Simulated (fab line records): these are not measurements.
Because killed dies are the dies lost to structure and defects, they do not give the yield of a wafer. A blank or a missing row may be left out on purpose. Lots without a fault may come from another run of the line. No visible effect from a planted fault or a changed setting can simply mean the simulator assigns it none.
The tool behind it: which one? + flow berkeley cmos170 + Sampling: 12 lots, 36 wafers, 6 of 331 route steps

== WHAT THE GAUGES SHOWED, per wafer ==
UCB170_GATE_CD_MEAS_12: target cd 350 nm.
| lot  | measured     | on        | cd nm (nm)        |
|------|--------------|-----------|-------------------|
| L650 | day 7 10:32  | cd sem-01 | 350.4 350.6 351.9 |
| L649 | day 7 10:16  | cd sem-01 | 348.3 350.3 348.9 |
| L651 | day 8 02:52  | cd sem-02 | 349.6 349.5 350.1 |
| L652 | day 8 03:14  | cd sem-01 | 349.8 351.9 350.4 |
| L658 | day 9 06:10  | cd sem-01 | 350.4 351.7 349.4 |
| L659 | day 9 06:43  | cd sem-01 | 349.9 348.9 348.4 |
| L664 | day 10 23:33 | cd sem-02 | 349.8 349.6 349.8 |
| L668 | day 11 04:37 | cd sem-02 | 352.0 349.9 350.3 |
| L666 | day 11 05:05 | cd sem-02 | 349.8 350.5 349.8 |
| L669 | day 11 10:54 | cd sem-02 | 348.6 348.8 349.1 |
| L672 | day 12 14:54 | cd sem-01 | 349.1 350.0 350.2 |
| L671 | day 12 14:49 | cd sem-01 | 350.0 349.5 349.8 |

UCB170_M2_RS_MEAS_02: uses a four-point probe to measure.
| lot  | measured     | on            | M2_AL_RS (ohm/sq)    |
|------|--------------|---------------|----------------------|
| L650 | day 8 23:19  | film metro-01 | 0.0320 0.0320 0.0317 |
| L649 | day 9 03:28  | film metro-03 | 0.0321 0.0320 0.0319 |
| L651 | day 9 09:13  | film metro-01 | 0.0318 0.0319 0.0318 |
| L652 | day 9 11:10  | film metro-03 | 0.0323 0.0318 0.0324 |
| L658 | day 10 11:27 | film metro-03 | 0.0369 0.0318 0.0319 |
| L659 | day 10 13:13 | film metro-02 | 0.0328 0.0320 0.0329 |
| L664 | day 12 04:42 | film metro-01 | 0.0325 0.0322 0.0323 |
| L668 | day 12 09:50 | film metro-02 | 0.0319 0.0330 0.0328 |
| L666 | day 12 13:08 | film metro-03 | 0.0324 0.0326 0.0326 |
| L669 | day 12 17:28 | film metro-03 | 0.0320 0.0318 0.0319 |
| L672 | day 14 01:59 | film metro-02 | 0.0325 0.0323 0.0323 |
| L671 | day 14 01:23 | film metro-01 | 0.0319 0.0320 0.0321 |

UCB170_M2_THK_MEAS_03: measures by xrf.
| lot  | measured     | on            | M2_AL_THK (nm) |
|------|--------------|---------------|----------------|
| L650 | day 8 23:26  | film metro-01 | 900 905 913    |
| L649 | day 9 03:34  | film metro-03 | 904 901 909    |
| L651 | day 9 09:20  | film metro-01 | 908 903 906    |
| L652 | day 9 11:17  | film metro-03 | 901 912 899    |
| L658 | day 10 11:34 | film metro-03 | 795 917 918    |
| L659 | day 10 13:19 | film metro-02 | 890 913 895    |
| L664 | day 12 04:48 | film metro-01 | 889 899 895    |
| L668 | day 12 09:57 | film metro-02 | 913 889 892    |
| L666 | day 12 13:16 | film metro-03 | 896 896 893    |
| L669 | day 12 17:35 | film metro-03 | 910 916 914    |
| L672 | day 14 02:06 | film metro-02 | 904 901 900    |
| L671 | day 14 01:29 | film metro-01 | 906 902 904    |

== TOOL THAT RAN EACH LOT (tool first, then ch and the chambers of the sampled wafers, then the start) ==
| lot  | UCB170_NVT_SOFTBAKE_02            | UCB170_NVT_STRIP_08                  | UCB170_M2_SPUTTER_01         |
|------|-----------------------------------|--------------------------------------|------------------------------|
| L650 | litho track-03 ch 0, day 6 13:19  | plasma asher-04 ch 0,1, day 6 14:10  | pvd sputter-03, day 8 23:14  |
| L649 | litho track-01 ch 0, day 6 13:20  | plasma asher-03 ch 0,1, day 6 14:25  | pvd sputter-01, day 9 03:21  |
| L651 | litho track-03 ch 0, day 7 05:37  | plasma asher-01 ch 0,1, day 7 06:28  | pvd sputter-03, day 9 09:08  |
| L652 | litho track-02 ch 0, day 7 05:37  | plasma asher-03 ch 0,1, day 7 06:43  | pvd sputter-02, day 9 11:04  |
| L658 | litho track-03 ch 0, day 8 11:46  | plasma asher-01 ch 0,1, day 8 12:38  | pvd sputter-03, day 10 11:20 |
| L659 | litho track-02 ch 0, day 8 11:46  | plasma asher-04 ch 0,1, day 8 12:43  | pvd sputter-02, day 10 13:06 |
| L664 | litho track-01 ch 0, day 9 23:51  | plasma asher-01 ch 0,1, day 10 00:34 | pvd sputter-01, day 12 04:35 |
| L668 | litho track-01 ch 0, day 10 08:10 | plasma asher-01 ch 0,1, day 10 09:56 | pvd sputter-02, day 12 09:45 |
| L666 | litho track-03 ch 0, day 10 08:14 | plasma asher-03 ch 0,1, day 10 09:58 | pvd sputter-02, day 12 13:03 |
| L669 | litho track-01 ch 0, day 10 16:03 | plasma asher-01 ch 0,1, day 10 16:47 | pvd sputter-01, day 12 17:23 |
| L672 | litho track-02 ch 0, day 11 13:08 | plasma asher-01 ch 0,1, day 11 14:34 | pvd sputter-03, day 14 01:54 |
| L671 | litho track-03 ch 0, day 11 13:11 | plasma asher-04 ch 0,1, day 11 14:40 | pvd sputter-03, day 14 01:16 |
- UCB170_NVT_SOFTBAKE_02: time 61.51 s.
- UCB170_NVT_STRIP_08: strips in O2.
- UCB170_M2_SPUTTER_01: material Al, target thk 900 nm, time 120 s.

== WHAT THE TOOLS THEMSELVES READ (means of the sampled wafers that have a number; where no wafer has one, the mark that the record gives instead) ==
UCB170_NVT_SOFTBAKE_02.
| lot  | tool           | plate sensor t centre C (C) | plate sensor t edge C (C) |
|------|----------------|-----------------------------|---------------------------|
| L650 | litho track-03 | 131.41                      | 131.53                    |
| L649 | litho track-01 | 131.41                      | 131.53                    |
| L651 | litho track-03 | 131.41                      | 131.53                    |
| L652 | litho track-02 | 131.40                      | 131.53                    |
| L658 | litho track-03 | 131.42                      | 131.53                    |
| L659 | litho track-02 | 131.42                      | 131.54                    |
| L664 | litho track-01 | 131.40                      | 131.54                    |
| L668 | litho track-01 | 131.41                      | 131.54                    |
| L666 | litho track-03 | 131.40                      | 131.53                    |
| L669 | litho track-01 | 131.40                      | 131.53                    |
| L672 | litho track-02 | 131.41                      | 131.54                    |
| L671 | litho track-03 | 131.40                      | 131.54                    |

UCB170_NVT_STRIP_08.
| lot  | tool            | drypump motor current A (A) | oes product au (a.u.) | strip time to endpoint s (s) |
|------|-----------------|-----------------------------|-----------------------|------------------------------|
| L650 | plasma asher-04 | 5.8                         | 0.736                 | 21.60                        |
| L649 | plasma asher-03 | 5.9                         | 0.733                 | 21.59                        |
| L651 | plasma asher-01 | 4.9                         | 0.736                 | 21.58                        |
| L652 | plasma asher-03 | 5.9                         | 0.734                 | 21.61                        |
| L658 | plasma asher-01 | 5.1                         | 0.733                 | 21.61                        |
| L659 | plasma asher-04 | 5.8                         | 0.734                 | 21.69                        |
| L664 | plasma asher-01 | 5.1                         | 0.735                 | 21.58                        |
| L668 | plasma asher-01 | 4.9                         | 0.734                 | 21.55                        |
| L666 | plasma asher-03 | 5.9                         | 0.732                 | 21.64                        |
| L669 | plasma asher-01 | 4.9                         | 0.737                 | 21.61                        |
| L672 | plasma asher-01 | 5.1                         | 0.729                 | 21.64                        |
| L671 | plasma asher-04 | 5.5                         | 0.733                 | 21.70                        |

UCB170_M2_SPUTTER_01.
| lot  | tool           | throttle valve pct (%) |
|------|----------------|------------------------|
| L650 | pvd sputter-03 | 30.2                   |
| L649 | pvd sputter-01 | 31.3                   |
| L651 | pvd sputter-03 | 29.6                   |
| L652 | pvd sputter-02 | 30.2                   |
| L658 | pvd sputter-03 | 30.5                   |
| L659 | pvd sputter-02 | 30.1                   |
| L664 | pvd sputter-01 | 30.5                   |
| L668 | pvd sputter-02 | 29.7                   |
| L666 | pvd sputter-02 | 30.3                   |
| L669 | pvd sputter-01 | 31.3                   |
| L672 | pvd sputter-03 | 30.0                   |
| L671 | pvd sputter-03 | 30.2                   |

== THE ANSWER, worked out from the rows above alone ==
Rule: the usual values come from the lots themselves. Put in order of their means at a reading, lots are off if they are a third of the lots or fewer, leave a main group of 4 or more, and stand apart from it by a gap of 3 or more times the standard deviation of the main group's means; of several such gaps the widest counts. A main group whose means are all the same, to the digits that the tables above print for the reading, isn't used. Also off: a lot with no number at a reading for which 4 or more lots have one. Where the step has rows for the other lots, those lots are counted as sound. After the gauges, taken in route order, come the tools' own readings; for these a lot's mean is taken, as printed above. At the first step where some lot is off, the reading lying furthest off is the one used; lots without a number count as furthest.
Off: L658, at UCB170_M2_RS_MEAS_02 (M2_AL_RS). For the main group the mean is 0.0322 ohm/sq and the standard deviation 0.00027.
If a tool, at a process step before that reading, ran all the lots that are off and no sound lot after the first of them, it fits. Gauges at UCB170_M2_RS_MEAS_02: tried the same way as those tools. None of those tried fits.

== WHAT HAD BEEN PUT IN BY THE SIMULATOR ==
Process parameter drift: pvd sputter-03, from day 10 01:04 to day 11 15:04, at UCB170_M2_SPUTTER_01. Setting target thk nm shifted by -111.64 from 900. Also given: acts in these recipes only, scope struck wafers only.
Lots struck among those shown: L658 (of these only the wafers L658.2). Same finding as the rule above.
